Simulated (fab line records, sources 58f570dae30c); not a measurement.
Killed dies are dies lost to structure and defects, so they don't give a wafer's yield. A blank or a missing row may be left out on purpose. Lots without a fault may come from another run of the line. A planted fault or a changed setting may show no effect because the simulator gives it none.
fab line records | flow berkeley_cmos170 | part 2 of 2: steps 30 to 41 of 41
record lots=5 wafers=15 last_day=13
route steps=331 shown SDANNEAL@205 PSD@206 NSD@207 PLDD@208 NLDD@209 SILICIDE@210 CONTACT@216 M1@238
lots that met no fault: from a run of the same line without faults
start_h: hours from the record's first day to the start of the lot's first wafer shown | wait_h: hours since the lot's step before | " the same as in the row above | L1.1+2: a row that stands for several wafers | - no value, or no start given | * or withheld: withheld | < > ~ a bound
route shown NAME@n: a module of which the file shows steps, and the number in the route of the first | usual: mean/standard deviation of fault-free wafers | same: alike in all rows | chamber/n: place in a boat | sites: the reading at each site | _std_site: their standard deviation | _edge_site: outer sites' mean less inner sites' | radius_mm: how far each site lies from the wafer's centre | mask NAME#n: copy n | behind: the tool/chamber that last shaped the wafer | hold: why the lot was held/for how many hours/how that ended | device: the transistor (n, p or np) that didn't switch | end of line: the same wafers' tests at the end of the route | a step without rows: its recipe alone | killed: dies lost to structure and defects at the first sort, not the wafer's yield | map: a wafer's dies, x killed, . not, _ none there
set.NAME: the setting as run; set.NAME@STEP: as run at that earlier step | model.NAME: the simulator's own value behind a step, which no gauge read
lots at some steps of the route; a table a step, a row a wafer
services: from which hour (start_h, from the record's first day; less than 0 if before it) a tool's chamber was out of use, for how many hours, and why
## steps
# step UCB170_CONTACT_ETCH_18
# recipe chemistry=CHF3/CF4/Ar target=PSG stop_on=TiSi2 CHF3_flow_sccm=45 cf4_flow_sccm=15 Ar_flow_sccm=150 pressure_mtorr=200 rf_w=700 target_depth_a=8400 over_etch_frac=0.2 time_s=195
# usual drypump_motor_current_A=5.7/0.6 mfc_ar_sccm=150.0/0.49 oes_product_au=0.896/0.012 throttle_valve_pct=6.93/0.1
# columns lot.wafer tool chamber start_h wait_h drypump_motor_current_A mfc_ar_sccm oes_product_au rf_hours_counter_h throttle_valve_pct
L074.2 rie_diel-01 2 - - 5.3 150.2 0.906 19 6.82
L074.3 " 1 " " 6.2 149.7 0.908 125 6.81
L074.4 " 3 " " 5.0 150.2 0.884 119 6.80
L075.2 rie_diel-03 2 - - 6.4 149.9 0.890 19 6.89
L075.3 " 0 " " 6.4 150.1 0.913 109 6.93
L075.6 " 3 " " 5.0 150.0 0.864 - 6.99
L097.3 rie_diel-01 2 - - 5.2 149.5 0.900 24 6.81
L097.4 " 0 " " 5.4 149.7 0.889 120 7.02
L097.5 " 2 " " 5.2 149.4 0.902 - 6.82
L095.4 rie_diel-04 3 - - 4.8 148.9 0.897 - 7.09
L095.5 " 0 " " 5.6 150.9 0.897 - 6.77
L095.6 " 1 " " 5.6 149.7 0.874 - 6.98
L096.2 rie_diel-01 2 - - 5.2 150.8 0.902 25 6.81
L096.3 " 3 " " 5.0 148.6 0.887 124 6.81
L096.6 " 2 " " 5.3 150.6 0.899 - 6.82
# step UCB170_CONTACT_STRIP_19
# recipe chemistry=O2 power_w=400 pressure_mtorr=3500 platen_temp_c=withheld o2_flow_sccm=400 overash_fraction=0.5
# usual drypump_motor_current_A=5.31/0.25 oes_product_au=0.725/0.0046
# columns lot.wafer tool chamber start_h wait_h drypump_motor_current_A oes_product_au rf_hours_counter_h
L074.2 plasma_asher-04 0 175.34 - 5.46 0.727 6
L074.3 " 1 " " 5.46 0.727 -
L074.4 " 0 " " 5.47 0.724 -
L075.2 plasma_asher-03 1 176.13 - 5.67 0.733 40
L075.3 " 0 " " 4.87 0.723 -
L075.6 " 0 " " 4.88 0.728 -
L097.3 plasma_asher-04 1 278.04 - 5.46 0.727 -
L097.4 " 0 " " 5.44 0.726 -
L097.5 " 1 " " 5.48 0.728 -
L095.4 plasma_asher-02 0 278.77 - 5.18 0.729 -
L095.5 " 0 " " 5.17 0.722 -
L095.6 " 1 " " 5.06 0.727 -
L096.2 plasma_asher-02 1 292.24 - 5.05 0.717 56
L096.3 " 0 " " 5.20 0.726 -
L096.6 " 0 " " 5.18 0.716 -
# step UCB170_CONTACT_CD_MEAS_90
# recipe target_cd_nm=700
# usual cd_nm=699.9/1.4
# columns lot.wafer tool chamber start_h wait_h cd_nm
L074.2 cd_sem-01 - 175.46 0.1 702.6
L074.3 " - " " 701.9
L074.4 " - " " 702.1
L075.2 cd_sem-01 - 176.25 0.1 700.0
L075.3 " - " " 698.3
L075.6 " - " " 697.5
L097.3 cd_sem-02 - 278.15 0.1 699.2
L097.4 " - " " 701.3
L097.5 " - " " 700.4
L095.4 cd_sem-02 - 278.90 0.1 700.4
L095.5 " - " " 700.1
L095.6 " - " " 700.9
L096.2 cd_sem-01 - 292.36 0.1 699.0
L096.3 " - " " 697.3
L096.6 " - " " 698.6
# step UCB170_CONTACT_CLEAN_20
# recipe chemistry=SPM temp_c=120 time_s=600
# columns lot.wafer tool chamber start_h wait_h
L074.2+3+4 wet_bench-01 3 175.56 0.1
L075.2+3+6 wet_bench-04 3 176.35 0.1
L097.3+4+5 wet_bench-01 0 278.23 0.1
L095.4+5+6 wet_bench-02 2 278.96 0.0
L096.2+3+6 wet_bench-02 0 292.46 0.1
# step UCB170_M1_SPUTTER_00
# recipe material=Al target_thk_nm=600 time_s=80 power_w=6000 chamber_pressure_pa=0.5
# usual throttle_valve_pct=30.0/1
# columns lot.wafer tool chamber start_h wait_h throttle_valve_pct
L074.2 pvd_sputter-01 - 175.74 0.0 29.8
L074.3 " - " " 28.0
L074.4 " - " " 29.8
L075.2 pvd_sputter-02 - 176.52 0.0 31.2
L075.3 " - " " 29.3
L075.6 " - " " 31.2
L097.3 pvd_sputter-01 - 278.41 0.0 29.5
L097.4 " - " " 30.0
L097.5 " - " " 29.8
L095.4 pvd_sputter-04 - 279.13 0.0 31.7
L095.5 " - " " 30.7
L095.6 " - " " 31.8
L096.2 pvd_sputter-01 - 292.65 0.0 30.3
L096.3 " - " " 30.0
L096.6 " - " " 30.3
# step UCB170_M1_RS_MEAS_01
# recipe thk_meas_gauge=four-point-probe reads=Al_of_M1_SPUTTER_00
# usual M1_AL_RS=0.0487/0.00049
# columns lot.wafer tool chamber start_h wait_h M1_AL_RS[ohm/sq]
L074.2 film_metro-01 - 175.82 0.1 0.0491
L074.3 " - " " 0.0489
L074.4 " - " " 0.0493
L075.2 film_metro-01 - 176.60 0.1 0.0485
L075.3 " - " " 0.0487
L075.6 " - " " 0.0481
L097.3 film_metro-03 - 278.51 0.1 0.0492
L097.4 " - " " 0.0495
L097.5 " - " " 0.0492
L095.4 film_metro-03 - 279.25 0.1 0.0496
L095.5 " - " " 0.0497
L095.6 " - " " 0.0497
L096.2 film_metro-01 - 292.73 0.1 0.0488
L096.3 " - " " 0.0485
L096.6 " - " " 0.0486
# step UCB170_M1_THK_MEAS_02
# recipe thk_meas_gauge=xrf reads=Al_of_M1_SPUTTER_00
# usual M1_AL_THK=602/6.9
# columns lot.wafer tool chamber start_h wait_h M1_AL_THK[nm]
L074.2 film_metro-01 - 175.93 0.1 599
L074.3 " - " " 604
L074.4 " - " " 602
L075.2 film_metro-01 - 176.71 0.1 610
L075.3 " - " " 604
L075.6 " - " " 608
L097.3 film_metro-03 - 278.61 0.1 594
L097.4 " - " " 590
L097.5 " - " " 593
L095.4 film_metro-03 - 279.34 0.1 591
L095.5 " - " " 591
L095.6 " - " " 590
L096.2 film_metro-01 - 292.84 0.1 604
L096.3 " - " " 610
L096.6 " - " " 609
# step UCB170_M1_COAT_03
# recipe resist=BARC temp_c=withheld time_s=withheld spin_rpm=3000 resist_thk_nm=withheld
# columns lot.wafer tool chamber start_h wait_h
L074.2+3+4 litho_track-02 0 176.26 0.3
L075.2+3+6 litho_track-03 0 176.79 0.1
L097.3+4+5 litho_track-03 0 278.74 0.1
L095.4+5+6 litho_track-02 0 279.45 0.1
L096.2+3+6 litho_track-01 0 292.92 0.1
# step UCB170_M1_COAT_04
# recipe resist=KrF spin_rpm=1500 resist_thk_nm=900
# columns lot.wafer tool chamber start_h wait_h
L074.2+3+4 litho_track-02 0 - -
L075.2+3+6 litho_track-03 0 - -
L097.3+4+5 litho_track-03 0 - -
L095.4+5+6 litho_track-02 0 - -
L096.2+3+6 litho_track-01 0 - -
# step UCB170_M1_SOFTBAKE_05
# recipe resist=KrF temp_c=130 time_s=60
# columns lot.wafer tool chamber start_h wait_h
L074.2+3+4 litho_track-02 0 - -
L075.2+3+6 litho_track-03 0 - -
L097.3+4+5 litho_track-03 0 - -
L095.4+5+6 litho_track-02 0 - -
L096.2+3+6 litho_track-01 0 - -
# step UCB170_M1_EXPOSE_06
# recipe mask_id=METAL1 target_cd_nm=700 na=0.5 sigma_outer=0.6 source_shape=conventional dose_mj=21
# usual focus_offset_nm=-0.1/0.53
# columns lot.wafer tool chamber start_h wait_h mask focus_offset_nm
L074.2 krf_scanner-02 0 176.83 - METAL1#0 0.2
L074.3 " 0 " " METAL1#0 0.2
L074.4 " 0 " " METAL1#0 -0.1
L075.2 krf_scanner-01 0 177.36 - METAL1#0 -0.1
L075.3 " 0 " " METAL1#0 0.5
L075.6 " 0 " " METAL1#0 0.5
L097.3 krf_scanner-01 0 279.30 - METAL1#0 -0.3
L097.4 " 0 " " METAL1#0 0.7
L097.5 " 0 " " METAL1#0 -0.4
L095.4 krf_scanner-02 0 280.01 - METAL1#0 0.4
L095.5 " 0 " " METAL1#0 1.1
L095.6 " 0 " " METAL1#0 -0.3
L096.2 krf_scanner-02 0 293.36 - METAL1#0 0.2
L096.3 " 0 " " METAL1#0 0.6
L096.6 " 0 " " METAL1#0 -0.2
# step UCB170_M1_PEB_07
# recipe peb_temp_c=130 peb_time_s=withheld resist=KrF
# columns lot.wafer tool chamber start_h wait_h
L074.2+3+4 litho_track-03 0 177.24 0.4
L075.2+3+6 litho_track-01 0 177.81 0.4
L097.3+4+5 litho_track-01 0 279.54 0.2
L095.4+5+6 litho_track-02 0 280.14 0.1
L096.2+3+6 litho_track-01 0 293.49 0.1
## services
# columns tool chamber start_h hours kind
krf_scanner-02 - 149.52 0.8 pm
pvd_sputter-01 - 177.48 6.9 repair
rie_diel-04 1 177.78 5.5 repair
krf_scanner-01 - 182.78 1.7 repair
plasma_asher-04 - 183.36 3.0 repair
rie_diel-04 2 184.69 5.2 repair
plasma_asher-04 - 185.76 2.0 repair
rie_diel-04 1 199.88 3.4 repair
krf_scanner-02 - 200.80 0.6 repair
pvd_sputter-02 - 201.65 2.5 repair
krf_scanner-02 - 210.04 5.0 repair
rie_diel-01 3 211.48 8.5 repair
pvd_sputter-01 - 219.98 0.5 repair
rie_diel-01 1 221.75 2.8 repair
pvd_sputter-01 - 227.02 1.1 repair
pvd_sputter-02 - 253.95 2.4 repair
krf_scanner-01 - 256.96 1.1 repair
rie_diel-01 0 260.66 6.4 repair
krf_scanner-01 - 262.62 4.0 pm
krf_scanner-02 - 266.64 1.3 pm
pvd_sputter-02 - 281.58 3.1 repair
krf_scanner-02 - 282.20 1.0 pm
krf_scanner-01 - 284.56 1.3 pm
krf_scanner-01 - 290.23 1.0 pm
